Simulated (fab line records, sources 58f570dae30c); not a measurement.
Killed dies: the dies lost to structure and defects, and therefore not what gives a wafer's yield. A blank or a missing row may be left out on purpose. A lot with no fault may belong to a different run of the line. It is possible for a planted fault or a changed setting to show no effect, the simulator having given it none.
A struck lot beside a sound one | flow berkeley_cmos170 | 17 out of 331 route steps
Sound: wafers L499.1, L499.5, L499.6. The struck wafers were L507.3, L507.4, L507.6. Last of all comes the cause.
For every step that has rows: the tool of each side, followed by ch and its chambers, followed by its first start. Under that, the readings that differ: sound wafers | struck wafers | difference of the means | sigmas: that difference in standard deviations of wafers without a fault.
alike: readings with means less than 2 such deviations apart, plus words and numbers identical on both sides. not compared: withheld readings, readings lacking a value on some wafer, bounds such as >300 that could conceal the same value, and numbers that have no deviation in the record and whose values overlap.
A row with sigmas, a row that says differs or no value, or rows on one side alone: a step with any of these is where the two part. When numbers do not overlap yet have no deviation, they are printed without sigmas and do not part them. Lack of a reading on every wafer of one side parts them only where that side has two or more wafers.

UCB170_SACOX_THK_MEAS_02:
  sound: film_metro-04 at day 7 08:53; struck: film_metro-04 at day 8 19:27
  alike: SACOX_OXIDE_THK
then, 2 steps without rows for these wafers: UCB170_SCREENOX_WET_ETCH_00 (etches SiO2 in dHF, time 200 s); UCB170_SCREENOX_OXIDATION_01 (target thk 14.4 nm, ox time 2400 s).
UCB170_SCREENOX_THK_MEAS_02:
  sound: film_metro-01 at day 7 16:08; struck: film_metro-03 at day 9 01:05
  alike: SCREENOX_OXIDE_THK
then, 7 steps without rows for these wafers: UCB170_SCREENOX_ANNEAL_03 (time 900 s); UCB170_NVT_HMDS_00 (prime time 60 s); UCB170_NVT_COAT_01 (resist thk 900 nm); UCB170_NVT_SOFTBAKE_02 (time 60 s); UCB170_NVT_EXPOSE_03 (exposes mask PWELL, target cd 3000 nm); UCB170_NVT_PEB_04; UCB170_NVT_DEVELOP_05 (develop time 45 s).
UCB170_NVT_OVL_MEAS_06:
  sound: overlay-01 at day 8 00:31; struck: overlay-01 at day 9 09:19
  reading      | sound | struck    | difference | sigmas
  NVT_OVL (nm) | 6 8 0 | -16 -7 -8 | -15        | -2
UCB170_NVT_IMPLANT_07:
  sound on implanter-01 ch 0, day 8 00:34; struck on implanter-03 ch 0, day 9 09:23
  reading                   | sound                | struck               | difference | sigmas
  beam_energy_keV           | 49.978 49.986 50.022 | 67.512 67.478 67.488 | +17.497    | +99 or more
  model.implant.rp_nm (nm)  | 37.92 37.92 37.92    | 49.39 49.39 49.39    | +11.47     |
  model.implant.drp_nm (nm) | 18.57 18.57 18.57    | 23.18 23.18 23.18    | +4.61      |
  alike: faraday_current_uA
UCB170_NVT_STRIP_08: strips in O2.
  sound on plasma_asher-04 ch 0,1, day 8 00:43; struck on plasma_asher-01 ch 0,1, day 9 09:31
  alike: drypump_motor_current_A, oes_product_au, strip_time_to_endpoint_s
  not compared: rf_hours_counter_h
UCB170_NVT_TW_MEAS_09:
  sound: film_metro-01 at day 8 00:49; struck: film_metro-01 at day 9 09:37
  reading | sound             | struck            | difference | sigmas
  NVT_TW  | 523.4 529.5 526.1 | 571.1 569.6 567.5 | +43.1      | +20
then, 1 step without rows for these wafers: UCB170_NVT_CLEAN_10 (cleans in SPM, time 600 s).
-- the record jumps here: 3 days lie between the struck wafers' starts before and after (it left off in module NVT and takes up again in module M3, whose first step shown is number 331 of the route) --
UCB170_M3_PROBE_99:
  sound: prober-02 at day 10 08:44; struck: prober-01 at day 12 02:08
  reading                               | sound                | struck               | difference | sigmas
  model.etest.nmos_0p35.swing_mv_dec    | 77 76.98 77.03       | 77.64 78.22 77.84    | +0.90      |
  model.etest.nmos_0p35.body_rise_v (V) | 0.3236 0.3208 0.323  | 0.3497 0.3563 0.3487 | +0.0291    |
  model.etest.nmos_0p35.vt_long_v (V)   | 0.4972 0.4886 0.4968 | 0.4683 0.4789 0.4665 | -0.0230    |

## WHERE THEY PART
Last at UCB170_NVT_TW_MEAS_09 as far as this record goes, first at UCB170_NVT_OVL_MEAS_06.

WHY: what had been put in by the simulator
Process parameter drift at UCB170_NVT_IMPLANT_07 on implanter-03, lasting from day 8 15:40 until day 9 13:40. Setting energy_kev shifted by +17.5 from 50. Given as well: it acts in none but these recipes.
